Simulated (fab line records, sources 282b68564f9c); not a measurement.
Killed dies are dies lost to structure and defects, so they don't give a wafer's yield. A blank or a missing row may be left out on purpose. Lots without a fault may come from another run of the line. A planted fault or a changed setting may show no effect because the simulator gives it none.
A struck lot beside a sound one | flow rit_cmos | 17 steps out of a route of 202
Sound: wafers L839.1, L839.3, L839.4. Struck: wafer L850.4. (L850.2, L850.6 of the same lot were not struck and are left out.) The cause comes at the end.
At each step with rows: each side's tool, then ch and its chambers, then its first start. Under that, the readings that differ: sound wafers | struck wafers | difference of the means | sigmas: that difference in standard deviations of wafers without a fault.
alike: readings whose means differ by less than 2 such deviations, and words and numbers that are the same on both sides. not compared: withheld readings, readings that some wafer has no value for, bounds like >300 that may hide the same value, and numbers for which the record gives no deviation and whose values overlap.
The two part at a step that has a row with sigmas, a row that says differs or no value, or rows on one side only. Numbers that don't overlap but have no deviation are shown without sigmas and don't part them. A reading that every wafer of one side lacks parts them only if that side has two wafers or more.

first, 1 step without rows for these wafers: RIT_PSD_IMPLANT_08.
RIT_PSD_STRIP_09: strips in O2, time 180 s.
  sound on plasma_asher-02 ch 0,1, day 4 17:37; struck on plasma_asher-04 ch 1, day 6 23:07
  alike: drypump_motor_current_A
  not compared: rf_hours_counter_h
RIT_PSD_TW_MEAS_10:
  sound on film_metro-02, day 4 17:47; struck on film_metro-03, day 6 23:18
  reading | sound          | struck | difference | sigmas
  PSD_TW  | 3427 3442 3413 | 3459   | +32        | +2
then, 3 steps without rows for these wafers: RIT_SDANNEAL_CLEAN_00 (cleans in SC1, time 600 s); RIT_SDANNEAL_CLEAN_01 (cleans in dHF, time 30 s); RIT_SDANNEAL_CLEAN_02 (cleans in SC2, time 600 s).
RIT_SDANNEAL_RTA_03: time 5 s.
  sound on rtp_anneal-01 ch 0, day 4 18:13; struck on rtp_anneal-02 ch 0, day 6 23:46
  alike: chamber_o2_ppm, wafer_temp_C_max
RIT_SDANNEAL_RS_MEAS_04: measures by four-point-probe.
  sound on film_metro-04, day 4 18:16; struck on film_metro-04, day 6 23:50
  alike: PSD_RS
RIT_SDANNEAL_RS_MEAS_05: measures by four-point-probe.
  sound on film_metro-04, day 4 18:23; struck on film_metro-04, day 6 23:57
  alike: NSD_RS
RIT_SDANNEAL_RS_MEAS_06: measures by four-point-probe.
  sound on film_metro-04, day 4 18:31; struck on film_metro-04, day 7 00:04
  reading          | sound             | struck | difference | sigmas
  PLDD_RS (ohm/sq) | 179.3 179.1 179.1 | 178.2  | -1.0       | -2
RIT_SDANNEAL_RS_MEAS_07: measures by four-point-probe.
  sound on film_metro-04, day 4 18:38; struck on film_metro-04, day 7 00:11
  alike: NLDD_RS
then, 1 step without rows for these wafers: RIT_SILICIDE_WET_ETCH_00 (etches SiO2 in BOE, target depth 14 nm, time 15 s).
RIT_SILICIDE_SPUTTER_01: material Ti, target thk 30 nm, time 240 s.
  sound on pvd_sputter-01, day 4 18:46; struck on pvd_sputter-03, day 7 00:18
  reading                                     | sound             | struck | difference | sigmas
  model.Ti_of_SILICIDE_SPUTTER_01.thk_nm (nm) | 29.58 30.71 30.65 | 26.75  | -3.56      |
  alike: throttle_valve_pct
RIT_SILICIDE_RS_MEAS_02: measures by four-point-probe.
  sound on film_metro-02, day 4 18:55; struck on film_metro-03, day 7 00:28
  reading                 | sound          | struck | difference | sigmas
  SILICIDE_TI_RS (ohm/sq) | 48.8 46.5 46.7 | 55.3   | +8.0       | +8
RIT_SILICIDE_THK_MEAS_03: measures by xrf.
  sound on film_metro-02, day 4 19:02; struck on film_metro-03, day 7 00:35
  reading              | sound          | struck | difference | sigmas
  SILICIDE_TI_THK (nm) | 29.4 30.6 30.6 | 26.7   | -3.5       | -7
RIT_SILICIDE_RTA_04: time 10 s, ramp up 5 s, ramp down 5 s.
  sound on rtp_anneal-02 ch 0, day 4 19:06; struck on rtp_anneal-01 ch 0, day 7 00:38
  alike: chamber_o2_ppm, wafer_temp_C_max
RIT_M1_PROBE_99:
  sound on prober-02, day 5 02:05; struck on prober-02, day 7 07:34
  reading                              | sound             | struck | difference | sigmas
  model.etest.contact_nplus.end_ohm_um | 41.16 42.41 42.57 | 37.76  | -4.29      |
  model.etest.contact_pplus.end_ohm_um | 42.22 43.82 44.63 | 39.77  | -3.79      |
  model.etest.npoly_line.rs_ohm_sq     | 17.12 16.76 16.7  | 18.52  | +1.66      |
  model.etest.ppoly_line.rs_ohm_sq     | 16.61 16.31 16.32 | 17.85  | +1.44      |
  model.etest.npoly_sal.rs_ohm_sq      | 4.455 4.306 4.312 | 4.808  | +0.450     |
  model.etest.ppoly_sal.rs_ohm_sq      | 4.387 4.224 4.271 | 4.781  | +0.487     |
  model.etest.nplus_sal.rs_ohm_sq      | 4.375 4.238 4.272 | 4.773  | +0.478     |
  model.etest.pplus_sal.rs_ohm_sq      | 4.367 4.23 4.292  | 4.753  | +0.457     |
  alike: killed_at_contacts, killed_at_front_end, killed_dies, killed_open, killed_short

WHERE THEY PART
First at RIT_PSD_TW_MEAS_10; last, within this record, at RIT_SILICIDE_THK_MEAS_03. Later steps at which nothing parts them and some readings are alike: RIT_SILICIDE_RTA_04, RIT_M1_PROBE_99.

WHY: what the simulator had put in
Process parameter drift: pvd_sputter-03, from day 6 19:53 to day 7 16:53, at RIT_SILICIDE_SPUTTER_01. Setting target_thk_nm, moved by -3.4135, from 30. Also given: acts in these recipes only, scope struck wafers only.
